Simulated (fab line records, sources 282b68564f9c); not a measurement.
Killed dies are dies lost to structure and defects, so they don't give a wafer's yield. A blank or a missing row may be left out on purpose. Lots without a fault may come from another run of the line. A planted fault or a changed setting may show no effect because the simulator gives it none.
A struck lot beside a sound one | flow rit_cmos | 43 steps out of a route of 202
Sound: wafers L584.2, L584.3, L584.5. Struck: wafers L590.4, L590.5, L590.6. The cause comes at the end.
At each step with rows: each side's tool, then ch and its chambers, then its first start. Under that, the readings that differ: sound wafers | struck wafers | difference of the means | sigmas: that difference in standard deviations of wafers without a fault.
alike: readings whose means differ by less than 2 such deviations, and words and numbers that are the same on both sides. not compared: withheld readings, readings that some wafer has no value for, bounds like >300 that may hide the same value, and numbers for which the record gives no deviation and whose values overlap.
The two part at a step that has a row with sigmas, a row that says differs or no value, or rows on one side only. Numbers that don't overlap but have no deviation are shown without sigmas and don't part them. A reading that every wafer of one side lacks parts them only if that side has two wafers or more.

first, 3 steps without rows for these wafers: RIT_GATE_EXPOSE_13 (exposes mask M6, target cd 150 nm); RIT_GATE_PEB_14; RIT_GATE_DEVELOP_15 (develop time 50 s).
RIT_GATE_CD_MEAS_16: target cd 150 nm.
  sound on cd_sem-02, day 3 08:22; struck on cd_sem-02, day 4 19:05
  reading    | sound             | struck            | difference | sigmas
  cd_nm (nm) | 153.3 152.6 153.2 | 147.5 147.4 146.3 | -6.0       | -2
RIT_GATE_OVL_MEAS_17:
  sound on overlay-01, day 3 08:29; struck on overlay-01, day 4 19:10
  alike: GATE_OVL
then, 1 step without rows for these wafers: RIT_GATE_HARDBAKE_18 (time 60 s).
RIT_GATE_ETCH_19: etches poly-Si in SF6/CHF3/O2, stops on SiO2, time 165 s, target depth 312.5 nm.
  sound on rie_si-01 ch 0,1,2, day 3 08:40; struck on rie_si-01 ch 0,1,2, day 4 19:19
  alike: drypump_motor_current_A, he_backside_leak_sccm, oes_product_au, throttle_valve_pct
  not compared: rf_hours_counter_h
RIT_GATE_STRIP_20: strips in O2, time 180 s.
  sound on plasma_asher-03 ch 0,1, day 3 08:46; struck on plasma_asher-03 ch 0,1, day 4 19:29
  alike: drypump_motor_current_A
  not compared: rf_hours_counter_h
RIT_GATE_CD_MEAS_90: target cd 150 nm.
  sound on cd_sem-01, day 3 08:58; struck on cd_sem-02, day 4 19:40
  alike: cd_nm
then, 3 steps without rows for these wafers: RIT_REOX_CLEAN_00 (cleans in SC1, time 600 s); RIT_REOX_CLEAN_01 (cleans in dHF, time 30 s); RIT_REOX_CLEAN_02 (cleans in SC2, time 600 s).
RIT_REOX_OXIDATION_03: target thk 25.2 nm, ox time 5580 s.
  sound on furnace-04 ch 0, day 3 09:56; struck on furnace-03 ch 0, day 4 20:08
RIT_REOX_THK_MEAS_04:
  sound on film_metro-04, day 3 12:30; struck on film_metro-01, day 4 22:43
  alike: REOX_OXIDE_THK
then, 6 steps without rows for these wafers: RIT_NLDD_HMDS_00 (prime time 60 s); RIT_NLDD_COAT_01 (resist thk 1000 nm); RIT_NLDD_SOFTBAKE_02 (time 60 s); RIT_NLDD_EXPOSE_03 (exposes mask M7, target cd 40700 nm); RIT_NLDD_PEB_04; RIT_NLDD_DEVELOP_05 (develop time 50 s).
RIT_NLDD_OVL_MEAS_06:
  sound on overlay-02, day 3 13:25; struck on overlay-02, day 4 23:44
  alike: NLDD_OVL
then, 2 steps without rows for these wafers: RIT_NLDD_HARDBAKE_07 (time 60 s); RIT_NLDD_IMPLANT_08.
RIT_NLDD_STRIP_09: strips in O2, time 180 s.
  sound on plasma_asher-03 ch 0,1, day 3 13:44; struck on plasma_asher-04 ch 0,1, day 5 00:07
  alike: drypump_motor_current_A
  not compared: rf_hours_counter_h
RIT_NLDD_TW_MEAS_10:
  sound on film_metro-04, day 3 13:55; struck on film_metro-04, day 5 00:15
  alike: NLDD_TW
then, 6 steps without rows for these wafers: RIT_PLDD_HMDS_00 (prime time 60 s); RIT_PLDD_COAT_01 (resist thk 1000 nm); RIT_PLDD_SOFTBAKE_02 (time 60 s); RIT_PLDD_EXPOSE_03 (exposes mask M8, target cd 40900 nm); RIT_PLDD_PEB_04; RIT_PLDD_DEVELOP_05 (develop time 50 s).
RIT_PLDD_OVL_MEAS_06:
  sound on overlay-01, day 3 14:57; struck on overlay-02, day 5 01:17
  alike: PLDD_OVL
then, 2 steps without rows for these wafers: RIT_PLDD_HARDBAKE_07 (time 60 s); RIT_PLDD_IMPLANT_08.
RIT_PLDD_STRIP_09: strips in O2, time 180 s.
  sound on plasma_asher-04 ch 0,1, day 3 15:17; struck on plasma_asher-02 ch 0,1, day 5 01:39
  alike: drypump_motor_current_A
  not compared: rf_hours_counter_h
RIT_PLDD_TW_MEAS_10:
  sound on film_metro-02, day 3 15:28; struck on film_metro-02, day 5 01:48
  alike: PLDD_TW
then, 4 steps without rows for these wafers: RIT_SPACER_CLEAN_00 (cleans in SC1, time 600 s); RIT_SPACER_CLEAN_01 (cleans in dHF, time 30 s); RIT_SPACER_CLEAN_02 (cleans in SC2, time 600 s); RIT_SPACER_CVD_03 (deposits Si3N4 from SiH2Cl2/NH3, target thk 250 nm, time 3300 s).
RIT_SPACER_THK_MEAS_04:
  sound on film_metro-01, day 3 17:50; struck on film_metro-04, day 5 05:07
  alike: SPACER_NITRIDE_THK
RIT_SPACER_ETCHBACK_05: etches Si3N4 in SF6/CHF3, stops on SiO2, target depth 250 nm, time 240 s.
  sound on rie_diel-02 ch 0,1,2, day 3 17:53; struck on rie_diel-01 ch 0,1,3, day 5 05:08
  alike: drypump_motor_current_A, oes_product_au, throttle_valve_pct
  not compared: rf_hours_counter_h
RIT_M1_PROBE_99:
  the record has rows for the struck wafers here (prober-02, day 5 16:38) and none for the sound ones

WHERE THEY PART
First at RIT_GATE_CD_MEAS_16; last, within this record, at RIT_M1_PROBE_99.

WHY: what the simulator had put in
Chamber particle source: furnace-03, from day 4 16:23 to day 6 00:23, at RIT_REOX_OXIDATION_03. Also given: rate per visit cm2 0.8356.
